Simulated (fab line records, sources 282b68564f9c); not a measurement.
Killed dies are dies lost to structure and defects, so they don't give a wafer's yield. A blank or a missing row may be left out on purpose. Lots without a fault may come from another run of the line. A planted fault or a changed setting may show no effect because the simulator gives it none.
Split-lot experiment | flow rit_cmos | 5 lots, 23 wafers read, on a route of 202 steps

THE SPLIT
At RIT_NWELL_IMPLANT_08, the setting energy_kev was moved away from the recipe's 170 on 8 of the 23 wafers read, by -1.9% to +2.7%. The other wafers ran this setting at the recipe's value.

The reading is taken at the split's own step.

THE READING
implant.drp_nm (the simulator's own value, which no gauge read), in nm, at RIT_NWELL_IMPLANT_08. The file gives no usual value for it.

wafer  | tool, chamber at the split | energy_kev as run | against the recipe | implant.drp_nm, nm | against lot-mates on the recipe
L074.1 | implanter-04, 0            | 170               | recipe             | 68.82              | -
L074.2 | implanter-04, 0            | 170               | recipe             | 68.82              | -
L074.3 | implanter-04, 0            | 170               | recipe             | 68.82              | -
L074.4 | implanter-04, 0            | 170               | recipe             | 68.82              | -
L074.5 | implanter-04, 0            | 170               | recipe             | 68.82              | -
L079.1 | implanter-04, 0            | 173.3             | +1.9%              | 69.82              | +1.00
L079.4 | implanter-04, 0            | 173.3             | +1.9%              | 69.82              | +1.00
L079.2 | implanter-04, 0            | 170               | recipe             | 68.82              | -
L079.3 | implanter-04, 0            | 170               | recipe             | 68.82              | -
L079.5 | implanter-04, 0            | 170               | recipe             | 68.82              | -
L081.1 | implanter-02, 0            | 170               | recipe             | 68.82              | -
L081.5 | implanter-02, 0            | 170               | recipe             | 68.82              | -
L081.6 | implanter-02, 0            | 170               | recipe             | 68.82              | -
L082.1 | implanter-01, 0            | 170               | recipe             | 68.82              | -
L082.4 | implanter-01, 0            | 170               | recipe             | 68.82              | -
L082.2 | implanter-01, 0            | 174.6             | +2.7%              | 70.22              | +1.40
L082.3 | implanter-01, 0            | 174.6             | +2.7%              | 70.22              | +1.40
L082.6 | implanter-01, 0            | 174.6             | +2.7%              | 70.22              | +1.40
L085.1 | implanter-01, 0            | 170               | recipe             | 68.82              | -
L085.5 | implanter-01, 0            | 170               | recipe             | 68.82              | -
L085.2 | implanter-01, 0            | 166.7             | -1.9%              | 67.84              | -0.98
L085.3 | implanter-01, 0            | 166.7             | -1.9%              | 67.84              | -0.98
L085.6 | implanter-01, 0            | 166.7             | -1.9%              | 67.84              | -0.98

THE FIT
A straight line over all 23 wafers: implant.drp_nm changes by +0.513 nm for each +1% of energy_kev; r = +1.00; the points scatter about the line by 0.0063 nm.
The same after taking each lot's own level away (the mean of its wafers on the recipe; 23 wafers): +0.513 nm for each +1%; r = +1.00; scatter 0.0063 nm.
On that fit, the largest move of energy_kev shifts the reading by 1.4 nm.
The lots' own levels span 68.820 to 68.820 nm.
So the lot-to-lot level changes the slope little: the two slopes agree.
Check: with one of the wafers moved furthest among these (+2.7%) left out of the fit, the line predicts +1.39 nm for it against its lot-mates. It came out at +1.4 nm against them.

OTHER SPLITS ON THESE WAFERS
These wafers also went through other splits before the reading. Each is held against what the fit with the lots' levels taken away leaves over:
other split on the same wafers | wafers away from the commonest value | r with implant.drp_nm (lot level and that fit taken away)
RIT_ACTIVE_CVD_03 time_s       | 18                                   | -0.19
RIT_ACTIVE_ETCH_13 rf_w        | 8                                    | +0.35
RIT_FOX2_CLEAN_02 time_s       | 10                                   | -0.31

THE FILE'S OWN FIT
implant.drp_nm changes by +0.514 nm for each +1% of energy_kev, r = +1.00.
